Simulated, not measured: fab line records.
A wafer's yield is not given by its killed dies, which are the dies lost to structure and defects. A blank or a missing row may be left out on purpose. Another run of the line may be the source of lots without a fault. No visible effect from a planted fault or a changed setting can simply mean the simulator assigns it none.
Which tool is to blame?    flow berkeleyCmos170    Sampling: 14 lots, 42 wafers, 6 of 331 route steps

## WHAT EACH GAUGE READ, for each wafer
UCB170_V1_CD_MEAS_90: target cd 700 nm. Usual: cdNm at 700.2 nm, with a standard deviation of 1.3.
lot   measured      on        cdNm (nm)          flag
L411  day 8 14:44   cdSem-02  699.7 699.6 700.6  
L413  day 9 09:32   cdSem-02  698.4 698.8 699.0  
L412  day 9 09:47   cdSem-02  701.5 699.8 700.7  
L418  day 10 02:26  cdSem-01  702.3 704.4 702.4  
L419  day 10 10:14  cdSem-02  700.8 700.9 700.3  
L420  day 10 11:02  cdSem-01  700.0 699.0 700.8  
L422  day 11 01:43  cdSem-02  700.8 700.8 700.7  
L425  day 11 09:05  cdSem-02  698.7 698.3 698.9  
L424  day 11 10:52  cdSem-02  701.1 702.3 700.2  
L429  day 16 05:40  cdSem-02  701.3 700.5 700.3  
L433  day 16 06:29  cdSem-02  699.7 699.8 699.7  
L431  day 16 06:56  cdSem-02  700.8 700.2 700.6  
L432  day 16 07:25  cdSem-02  700.1 699.6 700.8  
L434  day 16 08:01  cdSem-02  699.3 698.7 699.8  

UCB170_V2_OVL_MEAS_13. Usual: V2_OVL gives -2 nm (standard deviation 5.5).
lot   measured      on          V2_OVL (nm)  flag
L411  day 8 20:51   overlay-02  -10 -8 -2    
L413  day 9 15:17   overlay-01  -6 -2 -8     
L412  day 9 15:41   overlay-01  2 -1 0       
L418  day 10 08:43  overlay-02  2 -2 -4      
L419  day 10 16:18  overlay-01  3 -1 5       
L420  day 10 17:00  overlay-01  -3 7 3       
L422  day 11 06:53  overlay-01  -1 6 0       
L425  day 11 15:27  overlay-01  -4 -1 -1     
L424  day 11 18:18  overlay-02  -9 -7 -7     
L429  day 16 14:34  overlay-02  -4 5 -1      
L433  day 16 19:11  overlay-01  -6 -1 -4     
L431  day 16 19:10  overlay-02  -16 -11 -14  
L432  day 16 22:41  overlay-01  10 -1 -9     
L434  day 16 23:31  overlay-02  0 6 9        

UCB170_M3_RS_MEAS_02: measures by four-point-probe. Usual: M3_AL_RS gives 0.0322 ohm/sq (standard deviation 0.0003).
lot   measured      on            M3_AL_RS (ohm/sq)     flag
L411  day 8 21:26   filmMetro-04  0.0319 0.0318 0.0321  
L413  day 9 15:52   filmMetro-04  0.0321 0.0322 0.0322  
L412  day 9 16:16   filmMetro-01  0.0324 0.0319 0.0322  
L418  day 10 09:19  filmMetro-02  0.0327 0.0324 0.0324  
L419  day 10 16:55  filmMetro-02  0.0323 0.0321 0.0321  
L420  day 10 17:36  filmMetro-02  0.0324 0.0324 0.0323  
L422  day 11 07:30  filmMetro-04  0.0326 0.0323 0.0319  
L425  day 11 16:03  filmMetro-01  0.0779 0.0323 0.0760  OFF
L424  day 11 18:54  filmMetro-04  0.0325 0.0325 0.0754  OFF
L429  day 16 15:09  filmMetro-02  0.0320 0.0323 0.0316  
L433  day 16 19:47  filmMetro-01  0.0317 0.0318 0.0319  
L431  day 16 19:45  filmMetro-04  0.0323 0.0320 0.0321  
L432  day 16 23:16  filmMetro-02  0.0327 0.0325 0.0325  
L434  day 17 00:06  filmMetro-04  0.0327 0.0328 0.0329  

UCB170_M3_THK_MEAS_03: measures by xrf. Usual: M3_AL_THK gives 894 nm (standard deviation 9.3).
lot   measured      on            M3_AL_THK (nm)  flag
L411  day 8 21:34   filmMetro-04  909 913 901     
L413  day 9 15:59   filmMetro-04  897 900 897     
L412  day 9 16:23   filmMetro-01  887 895 894     
L418  day 10 09:25  filmMetro-02  882 893 890     
L419  day 10 17:01  filmMetro-02  895 901 897     
L420  day 10 17:43  filmMetro-02  890 887 891     
L422  day 11 07:36  filmMetro-04  885 891 898     
L425  day 11 16:10  filmMetro-01  375 888 383     OFF
L424  day 11 19:01  filmMetro-04  881 891 388     OFF
L429  day 16 15:16  filmMetro-02  900 891 907     
L433  day 16 19:53  filmMetro-01  911 903 902     
L431  day 16 19:52  filmMetro-04  890 902 902     
L432  day 16 23:23  filmMetro-02  885 889 890     
L434  day 17 00:13  filmMetro-04  885 884 878     

## WHAT TOOL EACH LOT RAN ON (gives the tool, then ch and the chambers of the sampled wafers, and finally the start)
lot   UCB170_V2_CVD_00                 UCB170_M3_SPUTTER_01
L411  pecvd-01 ch 0,1, day 8 18:04     pvdSputter-01, day 8 21:21
L413  pecvd-02 ch 0,1,2, day 9 12:55   pvdSputter-02, day 9 15:47
L412  pecvd-03 ch 0,1,2, day 9 13:19   pvdSputter-04, day 9 16:11
L418  pecvd-03 ch 0,1,2, day 10 06:02  pvdSputter-01, day 10 09:13
L419  pecvd-02 ch 0,1,2, day 10 13:56  pvdSputter-02, day 10 16:47
L420  pecvd-03 ch 0,1,2, day 10 14:40  pvdSputter-04, day 10 17:30
L422  pecvd-01 ch 0,1,2, day 11 04:50  pvdSputter-02, day 11 07:22
L425  pecvd-01 ch 0,1,2, day 11 13:18  pvdSputter-04, day 11 15:56
L424  pecvd-01 ch 0,1, day 11 15:17    pvdSputter-04, day 11 18:49
L429  pecvd-02 ch 0,1, day 16 11:44    pvdSputter-02, day 16 15:04
L433  pecvd-01 ch 0,2, day 16 13:20    pvdSputter-01, day 16 19:40
L431  pecvd-02 ch 0,2, day 16 13:59    pvdSputter-02, day 16 19:40
L432  pecvd-03 ch 0,1,2, day 16 15:51  pvdSputter-04, day 16 23:11
L434  pecvd-02 ch 1,2, day 16 16:35    pvdSputter-02, day 17 00:01
- UCB170_V2_CVD_00: deposits SiO2 from TEOS/O2, target thk 2000 nm, time 250 s.
- UCB170_M3_SPUTTER_01: material Al, target thk 900 nm, time 120 s.

## AS READ BY THE TOOLS THEMSELVES (means over the sampled wafers that have a number; for cases with no such wafer, the mark the record gives instead)
UCB170_V2_CVD_00. Usual: heaterPowerW 240 W, standard deviation 58; pressureMtorr 8999 mTorr, standard deviation 17.
lot   tool      heaterPowerW (W)  pressureMtorr (mTorr)  flag
L411  pecvd-01  263               8997                   
L413  pecvd-02  276               9002                   
L412  pecvd-03  192               8998                   
L418  pecvd-03  168               8988                   
L419  pecvd-02  267               8992                   
L420  pecvd-03  182               9001                   
L422  pecvd-01  228               8998                   
L425  pecvd-01  263               8999                   
L424  pecvd-01  223               9000                   
L429  pecvd-02  251               9000                   
L433  pecvd-01  267               9005                   
L431  pecvd-02  288               9000                   
L432  pecvd-03  204               8985                   
L434  pecvd-02  244               9008                   

UCB170_M3_SPUTTER_01. Usual: cathodeDcPowerW 5999.8 W, standard deviation 1.1; chamberPressurePa 0.4999 Pa, standard deviation 0.00088; throttleValvePct 30.4 %, standard deviation 1.1.
lot   tool           cathodeDcPowerW (W)  chamberPressurePa (Pa)  throttleValvePct (%)  flag
L411  pvdSputter-01  5998.9               0.4998                  30.2                  
L413  pvdSputter-02  6000.4               0.4999                  30.0                  
L412  pvdSputter-04  6000.6               0.4998                  30.9                  
L418  pvdSputter-01  5999.9               0.4993                  30.5                  
L419  pvdSputter-02  5999.6               0.4999                  29.2                  
L420  pvdSputter-04  6000.1               0.4999                  31.2                  
L422  pvdSputter-02  6000.3               0.5001                  29.4                  
L425  pvdSputter-04  6000.8               0.5007                  31.5                  
L424  pvdSputter-04  5999.8               0.5007                  30.9                  
L429  pvdSputter-02  6000.0               0.5000                  30.5                  
L433  pvdSputter-01  5998.9               0.4999                  30.2                  
L431  pvdSputter-02  6000.0               0.5009                  30.0                  
L432  pvdSputter-04  5999.4               0.5004                  31.5                  
L434  pvdSputter-02  6001.3               0.4992                  30.2                  

## THE ANSWER, worked out from the rows above alone
Rule: a lot is off if the mean of its wafers that have a number lies more than 3 standard deviations from the usual mean. A lot without any number at a reading at which 4 lots or more have one is off too. All remaining lots with rows at the step are treated as sound. After the gauges, taken in route order, come the tools' own readings; for these a lot's mean is taken, as printed above. At the first step where some lot is off, the reading lying furthest off is the one used; lots without a number count as furthest.
Off: L425, L424, seen at UCB170_M3_RS_MEAS_02 (M3_AL_RS).
If a tool, at a process step before that reading, ran all the lots that are off and no sound lot after the first of them, it fits. The gauges at UCB170_M3_RS_MEAS_02 are tried like those tools. Of those tried, none fits.

## WHAT HAD BEEN PUT IN BY THE SIMULATOR
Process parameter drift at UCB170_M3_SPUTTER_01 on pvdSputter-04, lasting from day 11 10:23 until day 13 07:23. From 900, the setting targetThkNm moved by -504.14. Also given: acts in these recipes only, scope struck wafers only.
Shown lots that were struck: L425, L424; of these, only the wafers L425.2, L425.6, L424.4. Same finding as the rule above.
